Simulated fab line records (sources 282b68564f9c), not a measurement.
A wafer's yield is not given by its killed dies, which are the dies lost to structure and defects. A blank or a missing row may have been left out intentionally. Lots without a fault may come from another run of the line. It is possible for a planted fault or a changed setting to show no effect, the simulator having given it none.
Problem report, 8D (eight disciplines) form, completed by code + flow rit-cmos + the parts of the form that need people (team, actions taken, sign-off) are left out

## 1. WHAT WENT WRONG
Wafers without a fault read 170.01, standard deviation 0.05; beam-energy-keV at RIT_PWELL_IMPLANT_08 reads a mean of 163.86 on 6 wafers belonging to 2 lots. So: -99 or more standard deviations from the usual mean.
First observed at day 4 03:04: wafer L319.3, on implanter-03. Wafers with a number at this step in the record: 18, from 6 lots. The rule behind "out" and "out of limits": a value lying over 4 standard deviations away from the usual mean. Any other wafer with a number is counted as sound.

## 2. WHAT IT IS, AND WHAT IT ISN'T
| question                    | is                     | is not                                                                   |
|-----------------------------|------------------------|--------------------------------------------------------------------------|
| which readings at this step | beam-energy-keV        | end-station-pressure-torr, faraday-current-uA                            |
| which lots                  | L319, L323             | L310, L312, L331, L332                                                   |
| which wafers of those lots  | all that have a number | -                                                                        |
| read on which tools         | implanter-03           | implanter-02, implanter-04                                               |
| when                        | from day 4 03:04       | up to then (6 sound wafers); but 6 sound wafers of L331, L332 came after |

## 3. THE SUSPECTS, EACH WITH WHAT RULES IT OUT
Counting: a tool at any process step up to the reading remains a suspect when it ran all the lots that are out and ran no sound lot after the first of those.
- plasma-asher-02 at RIT_NWELL_STRIP_09 (strips in O2, time 180 s): ruled out as a lasting fault. The sound lots L331 went through it after L319, its earliest lot that is out (day 4 01:35).
- implanter-03 at RIT_PWELL_IMPLANT_08: kept. Every lot that is out went through it, starting with L319 (day 4 03:04), and after that it ran no sound lot; the last sound lot it ran before then is L310 (day 2 04:02). Its own beam-energy-keV readings are out on those wafers.
The count leaves implanter-03 at RIT_PWELL_IMPLANT_08.

## 4. THE CAUSE (what the simulator had put in)
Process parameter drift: implanter-03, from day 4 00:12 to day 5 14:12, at RIT_PWELL_IMPLANT_08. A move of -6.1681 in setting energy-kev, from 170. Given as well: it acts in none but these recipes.
The count eliminated every tool but this one.

## 5. THE EFFECT CHAIN, in route order
Each row: a reading where the mean over the struck wafers with a number is more than 3 standard deviations away from the usual. Scope: only readings with a usual standard deviation given in the record; hours: median across lots of the time from each lot's start at the first step in this table that gives one to its start at this step; sigmas: change in usual standard deviations.
| hours | step                 | reading         | usual  | on struck wafers | change | sigmas      |
|-------|----------------------|-----------------|--------|------------------|--------|-------------|
| 0     | RIT_PWELL_IMPLANT_08 | beam-energy-keV | 170.01 | 163.86           | -6.15  | -99 or more |
Here are the process steps it includes:
- RIT_PWELL_IMPLANT_08

## 6. WHAT WOULD HAVE CAUGHT IT SOONER
First out-of-limits reading in this record: day 4 03:04, which is 3 hours after fault onset at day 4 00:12.
